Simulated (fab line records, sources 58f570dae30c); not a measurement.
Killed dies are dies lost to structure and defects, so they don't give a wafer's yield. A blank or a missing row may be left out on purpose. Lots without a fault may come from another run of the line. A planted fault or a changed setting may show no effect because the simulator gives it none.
A struck lot beside a sound one | flow berkeley_cmos170 | 17 steps out of a route of 331
Sound: wafers L303.3, L303.5, L303.6. Struck: wafers L308.1, L308.4, L308.5. The cause comes at the end.
At each step with rows: each side's tool, then ch and its chambers, then its first start. Under that, the readings that differ: sound wafers | struck wafers | difference of the means | sigmas: that difference in standard deviations of wafers without a fault.
alike: readings whose means differ by less than 2 such deviations, and words and numbers that are the same on both sides. not compared: withheld readings, readings that some wafer has no value for, bounds like >300 that may hide the same value, and numbers for which the record gives no deviation and whose values overlap.
The two part at a step that has a row with sigmas, a row that says differs or no value, or rows on one side only. Numbers that don't overlap but have no deviation are shown without sigmas and don't part them. A reading that every wafer of one side lacks parts them only if that side has two wafers or more.

first, 2 steps without rows for these wafers: UCB170_GATE_ANNEAL_03 (time 1800 s); UCB170_GATE_CVD_04 (deposits poly-Si from SiH4, time 1440 s, target thk 214 nm).
UCB170_GATE_THK_MEAS_05:
  sound on film_metro-03, day 7 11:04; struck on film_metro-01, day 8 21:11
  alike: GATE_POLY_THK
then, 6 steps without rows for these wafers: UCB170_GATE_COAT_06; UCB170_GATE_COAT_07 (resist thk 900 nm); UCB170_GATE_SOFTBAKE_08 (time 60 s); UCB170_GATE_EXPOSE_09 (exposes mask POLY, target cd 350 nm); UCB170_GATE_PEB_10; UCB170_GATE_DEVELOP_11 (develop time 45 s).
UCB170_GATE_CD_MEAS_12: target cd 350 nm.
  sound on cd_sem-01, day 7 12:14; struck on cd_sem-01, day 8 22:19
  reading    | sound             | struck            | difference | sigmas
  cd_nm (nm) | 351.0 350.9 351.1 | 346.5 348.6 347.0 | -3.6       | -3
UCB170_GATE_OVL_MEAS_13:
  sound on overlay-01, day 7 12:20; struck on overlay-01, day 8 22:26
  alike: GATE_OVL
UCB170_GATE_ETCH_14: etches BARC in N2/H2.
  sound on rie_diel-04 ch 1,2, day 7 12:22; struck on rie_diel-03 ch 1,2, day 8 22:29
  alike: bias_w, chamber_pressure_mTorr, drypump_motor_current_A, oes_product_au, rf_fwd_power_W, throttle_valve_pct
UCB170_GATE_ETCH_15: etches poly-Si in HBr/Cl2, stops on SiO2, time 56.3 s, target depth 278.2 nm.
  sound on rie_si-01 ch 0,3, day 7 12:24; struck on rie_si-02 ch 0,1,3, day 8 22:31
  no value came back on the struck wafers for any of 7 readings (HBr_flow_sccm (sccm), bias_w (W) and others); on the sound wafers HBr_flow_sccm (sccm) reads 150.4 149.6 149.9
  reading                               | sound             | struck          | difference | sigmas
  model.KrF_of_GATE_COAT_07.thk_nm (nm) | 774.5 774.8 774.9 | 887.5 886.2 888 | +112.5     |
  not compared: rf_hours_counter_h
UCB170_GATE_STRIP_16: strips in O2.
  sound on plasma_asher-01 ch 0,1, day 7 12:29; struck on plasma_asher-01 ch 0,1, day 8 22:34
  alike: chamber_pressure_mTorr, drypump_motor_current_A, o2_flow_sccm, oes_product_au
  not compared: rf_hours_counter_h
UCB170_GATE_CD_MEAS_90: target cd 350 nm.
  sound on cd_sem-01, day 7 12:35; struck on cd_sem-01, day 8 22:40
  reading    | sound             | struck | difference                    | sigmas
  cd_nm (nm) | 351.1 350.7 351.7 | - - -  | no value on the struck wafers |
then, 1 step without rows for these wafers: UCB170_GATE_CLEAN_17 (cleans in SPM, time 600 s).
UCB170_M3_PROBE_99:
  the record has rows for the sound wafers here (prober-02, day 9 06:50) and none for the struck ones

WHERE THEY PART
First at UCB170_GATE_CD_MEAS_12; last, within this record, at UCB170_M3_PROBE_99.

WHY: what the simulator had put in
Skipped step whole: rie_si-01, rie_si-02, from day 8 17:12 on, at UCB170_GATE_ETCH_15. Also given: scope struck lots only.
